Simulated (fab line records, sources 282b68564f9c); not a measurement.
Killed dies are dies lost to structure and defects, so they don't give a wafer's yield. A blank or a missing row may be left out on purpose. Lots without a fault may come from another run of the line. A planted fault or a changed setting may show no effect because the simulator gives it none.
Which tool did it? | flow rit_cmos | 15 lots, 45 wafers sampled, at 4 steps of a route of 202

WHAT THE GAUGES READ, wafer by wafer
RIT_PLDD_TW_MEAS_10. Usual: PLDD_TW 2359, standard deviation 12.
lot  | measured    | on            | PLDD_TW           | flag
L341 | day 2 22:23 | film_metro-02 | 2356 2356 2351    |
L342 | day 3 00:28 | film_metro-03 | 2387 2367 2371    |
L343 | day 3 07:11 | film_metro-01 | 2339 2340 2339    |
L344 | day 3 10:37 | film_metro-02 | 2345 2352 2352    |
L345 | day 3 16:59 | film_metro-02 | 2349 2346 2359    |
L346 | day 3 21:04 | film_metro-03 | 2359 2367 2364    |
L347 | day 4 00:39 | film_metro-03 | 2380 2383 2354    |
L348 | day 4 07:15 | film_metro-02 | 2362 2379 2364    |
L351 | day 4 21:08 | film_metro-03 | 2360 2353 2365    |
L352 | day 5 02:23 | film_metro-01 | 30 30 30 30 30 30 | OFF
L353 | day 5 06:43 | film_metro-03 | 30 30 30 30 30 30 | OFF
L354 | day 5 13:10 | film_metro-02 | 30 30 30 30 30 30 | OFF
L359 | day 6 13:44 | film_metro-03 | 2362 2356 2360    |
L360 | day 6 19:43 | film_metro-01 | 2348 2343 2343    |
L361 | day 7 00:45 | film_metro-02 | 2365 2356 2367    |

RIT_SDANNEAL_RS_MEAS_05: measures by four-point-probe. Usual: NSD_RS 84.56 ohm/sq, standard deviation 0.26.
lot  | measured    | on            | NSD_RS (ohm/sq)   | flag
L341 | day 3 04:38 | film_metro-02 | 84.68 84.69 84.44 |
L342 | day 3 06:31 | film_metro-02 | 84.28 84.49 84.65 |
L343 | day 3 13:08 | film_metro-02 | 84.41 84.69 84.37 |
L344 | day 3 16:35 | film_metro-03 | 84.29 84.64 84.56 |
L345 | day 3 23:22 | film_metro-02 | 84.45 84.45 84.50 |
L346 | day 4 03:02 | film_metro-01 | 84.78 84.66 84.34 |
L347 | day 4 06:41 | film_metro-01 | 84.59 84.97 84.79 |
L348 | day 4 13:15 | film_metro-02 | 84.91 84.73 84.45 |
L351 | day 5 04:11 | film_metro-03 | 84.70 84.32 84.26 |
L359 | day 6 19:49 | film_metro-03 | 84.01 83.85 83.92 |
L360 | day 7 01:52 | film_metro-01 | 84.75 84.64 84.75 |
L361 | day 7 06:58 | film_metro-03 | 84.49 84.71 84.59 |

WHICH TOOL RAN EACH LOT (tool, then ch and the chambers of the sampled wafers, then the start)
lot  | RIT_PLDD_DEVELOP_05              | RIT_SDANNEAL_RTA_03
L341 | litho_track-04 ch 0, day 2 21:00 | rtp_anneal-02 ch 0, day 3 04:26
L342 | litho_track-02 ch 0, day 2 23:00 | rtp_anneal-01 ch 0, day 3 06:21
L343 | litho_track-02 ch 0, day 3 06:00 | rtp_anneal-02 ch 0, day 3 12:58
L344 | litho_track-04 ch 0, day 3 09:00 | rtp_anneal-01 ch 0, day 3 16:25
L345 | litho_track-01 ch 0, day 3 16:00 | rtp_anneal-02 ch 0, day 3 23:11
L346 | litho_track-02 ch 0, day 3 20:00 | rtp_anneal-01 ch 0, day 4 02:51
L347 | litho_track-02 ch 0, day 4 00:00 | rtp_anneal-02 ch 0, day 4 06:30
L348 | litho_track-01 ch 0, day 4 06:00 | rtp_anneal-01 ch 0, day 4 13:03
L351 | litho_track-02 ch 0, day 4 20:00 | rtp_anneal-02 ch 0, day 5 04:01
L352 | litho_track-02 ch 0, day 5 01:00 | -
L353 | litho_track-02 ch 0, day 5 06:00 | -
L354 | litho_track-02 ch 0, day 5 12:00 | -
L359 | litho_track-01 ch 0, day 6 13:00 | rtp_anneal-02 ch 0, day 6 19:37
L360 | litho_track-04 ch 0, day 6 19:00 | rtp_anneal-01 ch 0, day 7 01:40
L361 | litho_track-01 ch 0, day 7 00:00 | rtp_anneal-02 ch 0, day 7 06:47
- RIT_PLDD_DEVELOP_05: develop time 50 s.
- RIT_SDANNEAL_RTA_03: time 5 s.

WHAT THE TOOLS THEMSELVES READ (means of the sampled wafers that have a number; where no wafer has one, the mark that the record gives instead)
RIT_SDANNEAL_RTA_03. Usual: wafer_temp_C_max 1053.5, standard deviation 1.3.
lot  | tool          | wafer_temp_C_max | flag
L341 | rtp_anneal-02 | 1054.2           |
L342 | rtp_anneal-01 | 1053.3           |
L343 | rtp_anneal-02 | 1053.9           |
L344 | rtp_anneal-01 | 1053.5           |
L345 | rtp_anneal-02 | 1054.1           |
L346 | rtp_anneal-01 | 1053.7           |
L347 | rtp_anneal-02 | 1054.6           |
L348 | rtp_anneal-01 | 1053.1           |
L351 | rtp_anneal-02 | 1053.2           |
L359 | rtp_anneal-02 | 1053.4           |
L360 | rtp_anneal-01 | 1052.7           |
L361 | rtp_anneal-02 | 1054.4           |

THE ANSWER, worked out from the rows above alone
Rule: a lot is off if the mean of its wafers that have a number lies more than 3 standard deviations from the usual mean. A lot without any number at a reading at which 4 lots or more have one is off too. The other lots that the step has rows for count as sound. The gauges are gone through in route order, then the tools' own readings, and for those a lot's mean is taken as printed above. The first step at which some lot is off is used, and at that step the reading that is off furthest; a lot without a number counts as furthest.
Off: L352, L353, L354, at RIT_PLDD_TW_MEAS_10 (PLDD_TW).
A tool fits if, at a process step before that reading, it ran every lot that is off, and no sound lot after the first of them. The gauges at RIT_PLDD_TW_MEAS_10 are tried like those tools. One fits: litho_track-02 at RIT_PLDD_DEVELOP_05. Its last sound lot is L351 (day 4 20:00), its first lot that is off L352 (day 5 01:00): a fault that began between those two fits.

WHAT THE SIMULATOR HAD PUT IN
Process parameter drift: litho_track-02, from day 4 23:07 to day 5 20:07, at RIT_PLDD_DEVELOP_05. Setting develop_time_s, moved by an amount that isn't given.
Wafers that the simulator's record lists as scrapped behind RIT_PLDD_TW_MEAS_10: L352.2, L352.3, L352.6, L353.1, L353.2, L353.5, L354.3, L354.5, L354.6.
Lots struck among those shown: L352, L353, L354. The rule above found the same.
